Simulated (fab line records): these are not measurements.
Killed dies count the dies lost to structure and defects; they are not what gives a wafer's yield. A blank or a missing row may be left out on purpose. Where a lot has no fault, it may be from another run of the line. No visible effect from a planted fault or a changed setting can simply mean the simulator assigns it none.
fab line records	flow berkeley-cmos170
record lots=7	wafers=21	last-day=13
route steps=331 shown M2@282 V2@292
lots that met no fault: from a run of the same line without faults
start-h: the number of hours between the record's first day and the start of the first shown wafer of the lot	wait-h: hours elapsed since this lot's preceding step	" same as the row above	L1.1+2: one row covering several wafers at once	- no value present, or no start provided	* or withheld: withheld	< > ~ a bound
route shown NAME@n: NAME is a module with steps in the file, n the number in the route of the first one	usual: average and standard deviation across the fault-free wafers	same: alike in all rows	chamber/n: place in a boat	sites: the reading at each site	_std_site: standard deviation across them	_edge_site: mean of outer sites minus mean of inner sites	radius-mm: how far each site lies from the wafer's centre	mask NAME#n: copy n	behind: tool/chamber where the wafer was last shaped	hold: reason for holding the lot/hours on hold/outcome of the hold	device: the transistor (n, p or np) that didn't switch	end of line: the same wafers' tests at the end of the route	a step without rows: its recipe alone	killed: not the wafer's yield, but the dies lost to structure and defects at the first sort	map: shows each die of a wafer: x if killed, . if not, _ if none is there
set.NAME: setting as actually run; set.NAME@STEP: the setting as run at that earlier step	model.NAME: the simulator's own value behind a step, which no gauge read
lots at some steps of the route; a table a step, a row a wafer
services: a tool's chamber out of use, with start hour (start-h, from the record's first day; less than 0 if before it), hours out, and reason
## steps
# step UCB170_M2_SOFTBAKE_11
# recipe resist=KrF	temp-c=130	time-s=57.13
# step UCB170_M2_EXPOSE_12
# recipe mask-id=METAL2	target-cd-nm=700	na=0.5	sigma-outer=0.6	source-shape=conventional	dose-mj=26
# step UCB170_M2_PEB_13
# recipe peb-temp-c=130	peb-time-s=withheld	resist=KrF
# step UCB170_M2_DEVELOP_14
# recipe developer=TMAH	develop-time-s=45	resist=KrF	dev-temp-c=21
# step UCB170_M2_CD_MEAS_15
# recipe target-cd-nm=700
# usual cd-nm=700.8/1.2
lot.wafer	tool	chamber	start-h	wait-h	cd-nm
L271.3	cd-sem-02	-	218.13	-	700.8
L271.4	"	-	"	"	701.9
L271.5	"	-	"	"	699.8
L276.3	cd-sem-02	-	233.70	-	699.9
L276.4	"	-	"	"	699.5
L276.6	"	-	"	"	700.3
L274.2	cd-sem-01	-	234.17	-	699.8
L274.3	"	-	"	"	701.0
L274.6	"	-	"	"	700.2
L278.2	cd-sem-02	-	242.25	-	701.9
L278.5	"	-	"	"	702.9
L278.6	"	-	"	"	702.5
L275.1	cd-sem-01	-	242.47	-	700.3
L275.4	"	-	"	"	700.5
L275.5	"	-	"	"	700.3
L283.2	cd-sem-01	-	290.18	-	701.7
L283.3	"	-	"	"	702.2
L283.6	"	-	"	"	701.6
L285.3	cd-sem-02	-	303.80	-	701.0
L285.4	"	-	"	"	702.0
L285.6	"	-	"	"	701.3
# step UCB170_M2_OVL_MEAS_16
# usual M2_OVL=-3/4.3
lot.wafer	tool	chamber	start-h	wait-h	M2_OVL[nm]
L271.3	overlay-02	-	218.22	0.1	-4
L271.4	"	-	"	"	-12
L271.5	"	-	"	"	-8
L276.3	overlay-02	-	233.79	0.1	-7
L276.4	"	-	"	"	-5
L276.6	"	-	"	"	-5
L274.2	overlay-01	-	234.27	0.1	-9
L274.3	"	-	"	"	2
L274.6	"	-	"	"	0
L278.2	overlay-02	-	242.35	0.1	-4
L278.5	"	-	"	"	-6
L278.6	"	-	"	"	-5
L275.1	overlay-01	-	242.59	0.1	2
L275.4	"	-	"	"	1
L275.5	"	-	"	"	3
L283.2	overlay-02	-	290.29	0.1	-8
L283.3	"	-	"	"	-7
L283.6	"	-	"	"	2
L285.3	overlay-01	-	303.89	0.1	4
L285.4	"	-	"	"	4
L285.6	"	-	"	"	-2
# step UCB170_M2_ETCH_17
# recipe chemistry=N2/H2	target-depth-a=withheld	overetch-a=withheld	target=BARC	time-s=withheld	source-w=500	bias-w=100	pressure-mtorr=30	n2-flow-sccm=100	h2-flow-sccm=200
# usual drypump-motor-current-A=5.8/0.31	oes-product-au=0.99/0.032	throttle-valve-pct=13.34/0.18
lot.wafer	tool	chamber	start-h	wait-h	drypump-motor-current-A	oes-product-au	throttle-valve-pct
L271.3	rie-diel-03	3	218.25	0.0	5.8	0.91	13.04
L271.4	"	0	"	"	5.7	0.97	13.31
L271.5	"	0	"	"	5.7	0.97	13.32
L276.3	rie-diel-03	3	233.82	0.0	5.8	0.91	13.04
L276.4	"	0	"	"	5.7	0.98	13.31
L276.6	"	0	"	"	5.7	0.98	13.32
L274.2	rie-diel-01	2	234.30	0.0	6.0	0.98	13.36
L274.3	"	3	"	"	5.5	0.97	13.40
L274.6	"	1	"	"	6.0	1.02	13.20
L278.2	rie-diel-02	0	242.38	0.0	5.3	1.01	13.59
L278.5	"	3	"	"	6.2	1.00	13.27
L278.6	"	0	"	"	5.3	1.00	13.59
L275.1	rie-diel-03	2	242.62	0.0	6.2	1.02	13.13
L275.4	"	0	"	"	5.7	0.97	13.32
L275.5	"	2	"	"	6.2	1.02	13.11
L283.2	rie-diel-02	2	290.32	0.0	6.0	1.00	13.40
L283.3	"	0	"	"	5.3	1.01	13.59
L283.6	"	2	"	"	5.9	1.00	13.41
L285.3	rie-diel-02	1	303.92	0.0	6.2	0.98	13.65
L285.4	"	1	"	"	6.2	0.97	13.63
L285.6	"	3	"	"	6.2	0.99	13.26
# step UCB170_M2_METAL_ETCH_18
# recipe chemistry=Cl2/BCl3	target=Al	stop-on=SiO2	pressure-mtorr=12	target-depth-a=11700	over-etch-frac=0.3	time-s=195	icp-w=600	bias-w=120	Cl2_flow_sccm=90	bcl3-flow-sccm=45
# usual drypump-motor-current-A=5.8/0.56	oes-product-au=0.855/0.016	throttle-valve-pct=24.11/0.25
lot.wafer	tool	chamber	start-h	wait-h	drypump-motor-current-A	oes-product-au	rf-hours-counter-h	throttle-valve-pct
L271.3	rie-metal-02	0	218.35	-	6.4	0.836	-	24.60
L271.4	"	1	"	"	5.8	0.842	-	24.01
L271.5	"	1	"	"	5.8	0.830	-	24.03
L276.3	rie-metal-04	0	233.92	-	5.1	0.848	-	24.00
L276.4	"	1	"	"	6.7	0.883	-	23.92
L276.6	"	1	"	"	6.7	0.871	-	23.94
L274.2	rie-metal-02	0	234.35	-	6.4	0.837	1.7	24.61
L274.3	"	0	"	"	6.4	0.837	-	24.62
L274.6	"	0	"	"	6.4	0.822	-	24.64
L278.2	rie-metal-01	1	242.42	-	5.6	0.852	9.9	23.97
L278.5	"	1	"	"	5.7	0.866	-	23.97
L278.6	"	0	"	"	5.2	0.862	-	24.13
L275.1	rie-metal-04	0	242.67	-	5.1	0.859	8.2	23.98
L275.4	"	1	"	"	6.7	0.867	-	23.94
L275.5	"	0	"	"	5.1	0.840	-	24.01
L283.2	rie-metal-02	0	290.38	-	6.5	0.839	3.3	24.61
L283.3	"	0	"	"	6.4	0.845	-	24.61
L283.6	"	0	"	"	6.5	0.839	-	24.63
L285.3	rie-metal-01	0	304.02	-	5.2	0.866	-	24.12
L285.4	"	1	"	"	5.6	0.880	-	23.95
L285.6	"	0	"	"	5.2	0.860	-	24.10
# step UCB170_M2_STRIP_19
# recipe chemistry=O2	power-w=400	pressure-mtorr=3500	platen-temp-c=withheld	o2-flow-sccm=400	overash-fraction=0.5
# usual drypump-motor-current-A=5.6/0.33	oes-product-au=0.563/0.011
lot.wafer	tool	chamber	start-h	wait-h	drypump-motor-current-A	oes-product-au	rf-hours-counter-h
L271.3	plasma-asher-04	1	218.51	0.1	5.0	0.566	-
L271.4	"	0	"	"	5.9	0.560	-
L271.5	"	1	"	"	5.0	0.563	-
L276.3	plasma-asher-01	1	234.08	0.1	5.8	0.577	-
L276.4	"	0	"	"	5.6	0.538	-
L276.6	"	1	"	"	5.8	0.535	-
L274.2	plasma-asher-04	0	234.53	0.1	5.9	0.557	44
L274.3	"	0	"	"	5.9	0.557	-
L274.6	"	0	"	"	5.9	0.561	-
L278.2	plasma-asher-01	1	242.61	0.1	5.8	0.566	55
L278.5	"	1	"	"	5.8	0.578	-
L278.6	"	0	"	"	5.6	0.559	-
L275.1	plasma-asher-04	0	242.85	0.1	5.9	0.561	45
L275.4	"	1	"	"	5.0	0.546	-
L275.5	"	1	"	"	5.0	0.571	-
L283.2	plasma-asher-04	0	290.57	0.1	5.9	0.574	50
L283.3	"	1	"	"	5.0	0.569	-
L283.6	"	0	"	"	5.9	0.575	-
L285.3	plasma-asher-01	1	304.18	0.1	5.8	0.571	-
L285.4	"	0	"	"	5.6	0.564	-
L285.6	"	1	"	"	5.8	0.567	-
# step UCB170_M2_CD_MEAS_90
# recipe target-cd-nm=700
# usual cd-nm=702/4.3
lot.wafer	tool	chamber	start-h	wait-h	cd-nm
L271.3	cd-sem-01	-	218.62	0.1	700
L271.4	"	-	"	"	695
L271.5	"	-	"	"	693
L276.3	cd-sem-02	-	234.19	0.1	704
L276.4	"	-	"	"	700
L276.6	"	-	"	"	701
L274.2	cd-sem-01	-	234.65	0.1	695
L274.3	"	-	"	"	697
L274.6	"	-	"	"	695
L278.2	cd-sem-02	-	242.73	0.1	706
L278.5	"	-	"	"	713
L278.6	"	-	"	"	703
L275.1	cd-sem-01	-	242.95	0.1	704
L275.4	"	-	"	"	700
L275.5	"	-	"	"	702
L283.2	cd-sem-02	-	290.69	0.1	697
L283.3	"	-	"	"	697
L283.6	"	-	"	"	698
L285.3	cd-sem-01	-	304.29	0.1	707
L285.4	"	-	"	"	708
L285.6	"	-	"	"	708
# step UCB170_V2_CVD_00
# recipe material=SiO2	target-thk-nm=2000	temp-c=390	precursor=TEOS/O2	time-s=250	rf-w=550	pressure-mtorr=9000
# usual heater-power-w=275/50
lot.wafer	tool	chamber	start-h	wait-h	heater-power-w
L271.3	pecvd-02	0	218.70	0.1	338
L271.4	"	0	"	"	245
L271.5	"	2	"	"	256
L276.3	pecvd-02	1	234.27	0.1	296
L276.4	"	0	"	"	243
L276.6	"	2	"	"	351
L274.2	pecvd-04	1	234.75	0.1	303
L274.3	"	1	"	"	229
L274.6	"	0	"	"	250
L278.2	pecvd-04	0	242.83	0.1	197
L278.5	"	0	"	"	259
L278.6	"	1	"	"	310
L275.1	pecvd-01	2	243.07	0.1	324
L275.4	"	2	"	"	243
L275.5	"	0	"	"	256
L283.2	pecvd-02	2	290.79	0.1	353
L283.3	"	0	"	"	327
L283.6	"	1	"	"	229
L285.3	pecvd-04	1	304.37	0.1	320
L285.4	"	1	"	"	231
L285.6	"	2	"	"	368
# step UCB170_V2_THK_MEAS_01
# recipe reads=SiO2_of_V2_CVD_00
# usual V2_TEOS_THK=2008/23
lot.wafer	tool	chamber	start-h	wait-h	V2_TEOS_THK[nm]
L271.3	film-metro-03	-	218.87	0.1	1988
L271.4	"	-	"	"	2014
L271.5	"	-	"	"	2044
L276.3	film-metro-02	-	234.44	0.1	1992
L276.4	"	-	"	"	2015
L276.6	"	-	"	"	2052
L274.2	film-metro-02	-	235.00	0.2	1992
L274.3	"	-	"	"	2036
L274.6	"	-	"	"	2033
L278.2	film-metro-03	-	243.00	0.1	1994
L278.5	"	-	"	"	1977
L278.6	"	-	"	"	2006
L275.1	film-metro-02	-	243.23	0.1	1991
L275.4	"	-	"	"	2011
L275.5	"	-	"	"	2015
L283.2	film-metro-03	-	290.95	0.1	1973
L283.3	"	-	"	"	1998
L283.6	"	-	"	"	2049
L285.3	film-metro-03	-	304.54	0.1	2033
L285.4	"	-	"	"	2052
L285.6	"	-	"	"	2008
# step UCB170_V2_CMP_02
# recipe material=SiO2	down-force-psi=6	platen-rpm=60	pad-velocity-m-s=0.75398
# usual edge-zone-pressure-frac=1.000/0.0054	head-pressure-psi=6.001/0.012	motor-current-A=16.1/1.4	platen-rpm=60.00/0.032	retaining-ring-pressure-frac=1.000/0.0049
lot.wafer	tool	chamber	start-h	wait-h	edge-zone-pressure-frac	head-pressure-psi	motor-current-A	platen-rpm	retaining-ring-pressure-frac	model.SiO2_of_V2_CVD_00.thk-nm
L271.4	cmp-01	1	218.91	0.0	0.998	6.014	15.8	59.97	0.996	999.4
L271.3	"	2	"	"	0.998	6.005	14.7	59.99	0.994	1001
L271.5	"	1	"	"	1.002	5.978	16.5	59.97	0.995	999.5
L276.3	cmp-02	1	234.53	0.1	0.998	5.991	18.1	60.05	0.998	1001
L276.4	"	3	"	"	1.002	5.988	16.6	60.04	1.004	999.2
L276.6	"	0	"	"	1.004	6.000	17.1	60.02	1.001	998.1
L274.2	cmp-02	3	235.13	0.1	-	-	-	-	-	1992
L274.3	"	1	"	"	-	-	-	-	-	2035
L274.6	"	2	"	"	-	-	-	-	-	2035
L278.2	cmp-02	1	243.20	0.2	-	-	-	-	-	1995
L278.6	"	2	"	"	-	-	-	-	-	2006
L278.5	"	3	"	"	-	-	-	-	-	1978
L275.4	cmp-02	1	243.35	0.1	-	-	-	-	-	2011
L275.1	"	0	"	"	-	-	-	-	-	1990
L275.5	"	2	"	"	-	-	-	-	-	2016
L283.2	cmp-01	0	291.10	0.1	1.000	6.010	16.2	60.00	1.003	1000
L283.3	"	1	"	"	0.996	5.999	16.6	59.99	1.007	1000
L283.6	"	2	"	"	0.999	6.011	15.0	59.98	1.006	1001
L285.3	cmp-01	0	304.63	0.1	1.003	6.028	16.9	60.02	0.996	999.7
L285.4	"	2	"	"	0.996	5.995	15.4	60.00	1.005	1000
L285.6	"	0	"	"	1.009	6.012	17.4	60.01	0.993	999.6
# step UCB170_V2_BOW_MEAS_03
# recipe mode=bow
# usual V2_BOW=37/7.4
lot.wafer	tool	chamber	start-h	wait-h	V2_BOW[um]
L271.3	film-metro-03	-	219.25	0.2	46
L271.4	"	-	"	"	48
L271.5	"	-	"	"	43
L276.3	film-metro-01	-	234.82	0.2	38
L276.4	"	-	"	"	36
L276.6	"	-	"	"	40
L274.2	film-metro-01	-	235.40	0.2	57
L274.3	"	-	"	"	41
L274.6	"	-	"	"	66
L278.2	film-metro-01	-	243.37	0.1	68
L278.5	"	-	"	"	68
L278.6	"	-	"	"	53
L275.1	film-metro-03	-	243.65	0.1	58
L275.4	"	-	"	"	56
L275.5	"	-	"	"	68
L283.2	film-metro-01	-	291.32	0.2	32
L283.3	"	-	"	"	20
L283.6	"	-	"	"	36
L285.3	film-metro-03	-	304.92	0.2	42
L285.4	"	-	"	"	33
L285.6	"	-	"	"	40
# step UCB170_V2_THK_MEAS_04
# recipe reads=SiO2_of_V2_CVD_00
# usual V2_POLISHED_THK=999.7/1.4
lot.wafer	tool	chamber	start-h	wait-h	V2_POLISHED_THK[nm]
L271.3	film-metro-03	-	219.35	0.1	1001.1
L271.4	"	-	"	"	999.2
L271.5	"	-	"	"	999.6
L276.3	film-metro-01	-	234.92	0.1	1000.9
L276.4	"	-	"	"	999.1
L276.6	"	-	"	"	997.5
L274.2	film-metro-01	-	235.51	0.1	1992.8
L274.3	"	-	"	"	2036.8
L274.6	"	-	"	"	2036.0
L278.2	film-metro-01	-	243.48	0.1	1994.4
L278.5	"	-	"	"	1976.5
L278.6	"	-	"	"	2008.1
L275.1	film-metro-03	-	243.77	0.1	1990.6
L275.4	"	-	"	"	2009.6
L275.5	"	-	"	"	2016.9
L283.2	film-metro-01	-	291.43	0.1	1000.4
L283.3	"	-	"	"	1000.1
L283.6	"	-	"	"	1000.9
L285.3	film-metro-03	-	305.02	0.1	999.0
L285.4	"	-	"	"	1001.0
L285.6	"	-	"	"	999.7
# step UCB170_V2_CLEAN_05
# recipe chemistry=DIW
# step UCB170_V2_HMDS_06
# recipe prime-time-s=60	prime-temp-c=100
# step UCB170_V2_COAT_07
# recipe resist=KrF	spin-rpm=1500	resist-thk-nm=900
# step UCB170_V2_SOFTBAKE_08
# recipe resist=KrF	temp-c=130	time-s=60
# step UCB170_V2_EXPOSE_09
# recipe mask-id=VIA2	target-cd-nm=700	na=0.5	sigma-outer=0.6	source-shape=conventional	dose-mj=37
# step UCB170_V2_PEB_10
# recipe peb-temp-c=130	peb-time-s=withheld	resist=KrF
# step UCB170_V2_DEVELOP_11
# recipe developer=TMAH	develop-time-s=45	resist=KrF	dev-temp-c=21
# step UCB170_V2_CD_MEAS_12
# recipe target-cd-nm=700
# usual cd-nm=699.4/1.6
lot.wafer	tool	chamber	start-h	wait-h	cd-nm
L271.3	cd-sem-02	-	220.58	-	697.1
L271.4	"	-	"	"	695.9
L271.5	"	-	"	"	696.3
L276.3	cd-sem-01	-	236.38	-	699.2
L276.4	"	-	"	"	699.4
L276.6	"	-	"	"	699.3
L274.2	cd-sem-01	-	237.74	-	698.6
L274.3	"	-	"	"	697.2
L274.6	"	-	"	"	697.5
L278.2	cd-sem-02	-	244.81	-	700.7
L278.5	"	-	"	"	701.6
L278.6	"	-	"	"	700.9
L275.1	cd-sem-01	-	245.07	-	698.8
L275.4	"	-	"	"	697.9
L275.5	"	-	"	"	697.9
L283.2	cd-sem-01	-	292.55	-	699.1
L283.3	"	-	"	"	699.9
L283.6	"	-	"	"	699.5
L285.3	cd-sem-02	-	308.17	-	699.3
L285.4	"	-	"	"	700.3
L285.6	"	-	"	"	700.7
# step UCB170_V2_OVL_MEAS_13
# usual V2_OVL=-2/5
lot.wafer	tool	chamber	start-h	wait-h	V2_OVL[nm]
L271.3	overlay-01	-	220.67	0.1	-5
L271.4	"	-	"	"	6
L271.5	"	-	"	"	-3
L276.3	overlay-02	-	236.47	0.1	-5
L276.4	"	-	"	"	2
L276.6	"	-	"	"	6
L274.2	overlay-02	-	237.84	0.1	0
L274.3	"	-	"	"	2
L274.6	"	-	"	"	-2
L278.2	overlay-02	-	244.92	0.1	-1
L278.5	"	-	"	"	-3
L278.6	"	-	"	"	-2
L275.1	overlay-01	-	245.19	0.1	-7
L275.4	"	-	"	"	1
L275.5	"	-	"	"	-6
L283.2	overlay-01	-	292.66	0.1	-8
L283.3	"	-	"	"	6
L283.6	"	-	"	"	-9
L285.3	overlay-01	-	308.26	0.1	6
L285.4	"	-	"	"	-6
L285.6	"	-	"	"	-1
# step UCB170_V2_ETCH_14
# recipe chemistry=CHF3/CF4/Ar	target=SiO2	stop-on=Al	CHF3_flow_sccm=45	cf4-flow-sccm=15	Ar_flow_sccm=150	pressure-mtorr=200	rf-w=700	target-depth-a=12500	over-etch-frac=0.25	time-s=291
# usual drypump-motor-current-A=5.69/0.2	oes-product-au=0.877/0.015	throttle-valve-pct=6.92/0.12
lot.wafer	tool	chamber	start-h	wait-h	drypump-motor-current-A	oes-product-au	rf-hours-counter-h	throttle-valve-pct	model.etch.depth-nm	model.V2.feature-depth-nm
L271.3	rie-diel-01	0	220.69	0.0	5.36	0.861	3	6.84	1001	1001
L271.4	"	2	"	"	5.99	0.868	80	6.89	999.4	999.5
L271.5	"	1	"	"	6.00	0.874	-	6.77	999.5	1000
L276.3	rie-diel-01	3	236.50	0.0	5.54	0.860	136	7.02	1001	1001
L276.4	"	2	"	"	6.03	0.878	82	6.89	999.2	999.3
L276.6	"	2	"	"	6.06	0.872	-	6.89	998.1	998.2
L274.2	rie-diel-03	0	237.87	0.0	5.74	1.552	69	7.11	1207	1207
L274.3	"	2	"	"	6.14	1.649	100	6.85	1286	1286
L274.6	"	0	"	"	5.73	1.551	-	7.10	1205	1205
L278.2	rie-diel-04	2	244.95	0.0	5.75	1.661	95	6.96	1273	1273
L278.5	"	3	"	"	5.50	1.647	-	6.99	1263	1263
L278.6	"	0	"	"	5.73	1.676	-	6.81	1264	1264
L275.1	rie-diel-03	2	245.22	0.0	6.12	1.658	101	6.87	1299	1299
L275.4	"	2	"	"	6.16	1.673	-	6.85	1308	1308
L275.5	"	0	"	"	5.75	1.550	-	7.13	1209	1209
L283.2	rie-diel-01	3	292.69	0.0	5.55	0.883	0	7.01	1000	1000
L283.3	"	2	"	"	6.00	0.873	85	6.91	1000	1001
L283.6	"	1	"	"	6.00	0.869	-	6.79	1001	1002
L285.3	rie-diel-04	2	308.29	0.0	5.75	0.885	97	6.94	999.7	999.8
L285.4	"	0	"	"	5.72	0.884	21	6.78	1000	1000
L285.6	"	0	"	"	5.72	0.891	-	6.77	999.6	999.6
# step UCB170_V2_STRIP_15
# recipe chemistry=O2	power-w=400	pressure-mtorr=3500	platen-temp-c=withheld	o2-flow-sccm=400	overash-fraction=0.5
# usual drypump-motor-current-A=5.7/0.32	oes-product-au=0.722/0.0044	strip-time-to-endpoint-s=15.33/0.17
lot.wafer	tool	chamber	start-h	wait-h	drypump-motor-current-A	oes-product-au	rf-hours-counter-h	strip-time-to-endpoint-s
L271.3	plasma-asher-03	1	220.90	0.1	5.7	0.722	-	15.82
L271.4	"	0	"	"	6.1	0.720	-	15.53
L271.5	"	1	"	"	5.7	0.727	-	15.26
L276.3	plasma-asher-03	0	236.71	0.1	6.1	0.733	-	15.47
L276.4	"	1	"	"	5.7	0.716	-	15.37
L276.6	"	1	"	"	5.7	0.726	-	15.35
L274.2	plasma-asher-01	1	238.05	0.1	5.9	0.725	55	15.54
L274.3	"	0	"	"	5.6	0.722	-	15.11
L274.6	"	1	"	"	5.9	0.718	-	15.54
L278.2	plasma-asher-03	1	245.12	0.1	5.7	0.719	50	15.14
L278.5	"	1	"	"	5.7	0.722	-	15.22
L278.6	"	0	"	"	6.1	0.725	-	15.18
L275.1	plasma-asher-01	0	245.40	0.1	5.6	0.720	56	15.09
L275.4	"	0	"	"	5.6	0.722	-	15.00
L275.5	"	0	"	"	5.6	0.721	-	15.53
L283.2	plasma-asher-03	0	292.87	0.1	6.1	0.720	56	15.59
L283.3	"	1	"	"	5.7	0.719	-	15.51
L283.6	"	0	"	"	6.0	0.716	-	15.11
L285.3	plasma-asher-01	1	308.50	0.1	5.9	0.719	-	15.38
L285.4	"	0	"	"	5.6	0.731	-	15.40
L285.6	"	1	"	"	5.9	0.722	-	15.39
## services
tool	chamber	start-h	hours	kind
rie-diel-03	0	195.64	1.5	repair
rie-metal-01	-	201.46	0.3	repair
pecvd-04	2	206.27	31.5	repair
rie-diel-02	-	211.92	28.1	pm
plasma-asher-04	-	221.93	5.0	repair
rie-diel-01	0	222.67	13.2	repair
rie-diel-04	2	230.42	2.7	repair
cmp-01	-	231.19	5.7	pm
cmp-01	-	236.86	4.1	pm
rie-metal-01	-	237.99	1.2	repair
rie-diel-03	1	240.11	23.5	repair
cmp-01	-	240.92	4.0	pm
pecvd-02	-	242.50	14.0	pm
cmp-02	-	246.42	4.4	pm
rie-metal-04	0	250.44	14.4	repair
rie-diel-02	1	259.05	1.8	repair
pecvd-02	-	267.79	2.2	repair
cmp-02	-	279.50	13.1	pm
rie-diel-02	3	280.92	12.7	repair
plasma-asher-04	-	281.01	2.0	repair
rie-diel-04	2	281.16	21.5	repair
plasma-asher-04	-	288.44	1.5	repair
rie-diel-01	-	289.53	2.8	pm
cmp-02	-	305.77	2.0	repair
## key
first-sign step=UCB170_V2_CMP_02	reading=tool-record	direction=missing
effect step=UCB170_V2_BOW_MEAS_03	reading=V2_BOW	direction=up	sigmas=3	usual=37	struck=59
effect step=UCB170_V2_THK_MEAS_04	reading=V2_POLISHED_THK	direction=up	sigmas=99+	usual=999.7	struck=2006.9
effect step=UCB170_V2_ETCH_14	reading=oes-product-au	direction=up	sigmas=51	usual=0.877	struck=1.624
model-effect step=UCB170_V2_CMP_02	value=SiO2_of_V2_CVD_00.thk-nm	without=999.4	struck=2006
model-effect step=UCB170_V2_ETCH_14	value=etch.depth-nm	without=999.4	struck=1257
more-kills-born-at UCB170_V2_CMP_02@cmp-02=1570
met-at UCB170_V2_CMP_02
struck-wafers L274.2,L274.3,L274.6,L275.1,L275.4,L275.5,L278.2,L278.5,L278.6
later-rows-left-out L274.2,L274.3,L274.6,L275.1,L275.4,L275.5,L278.2,L278.5,L278.6
sort-left-out L278.2,L278.5,L278.6
onset-between 234.53 235.13
fault kind=skipped-step-whole	tool=cmp-02	chamber=-	onset-h=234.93	steps=UCB170_V2_CMP_02	scope=struck-lots-only
# sort-left-out: the simulated sort isn't trusted on such a fault, so these wafers' sort isn't shown, and their yield isn't known
# later-rows-left-out: the simulator's readings of these wafers behind a module that went badly wrong aren't trusted and aren't shown, but for the sort
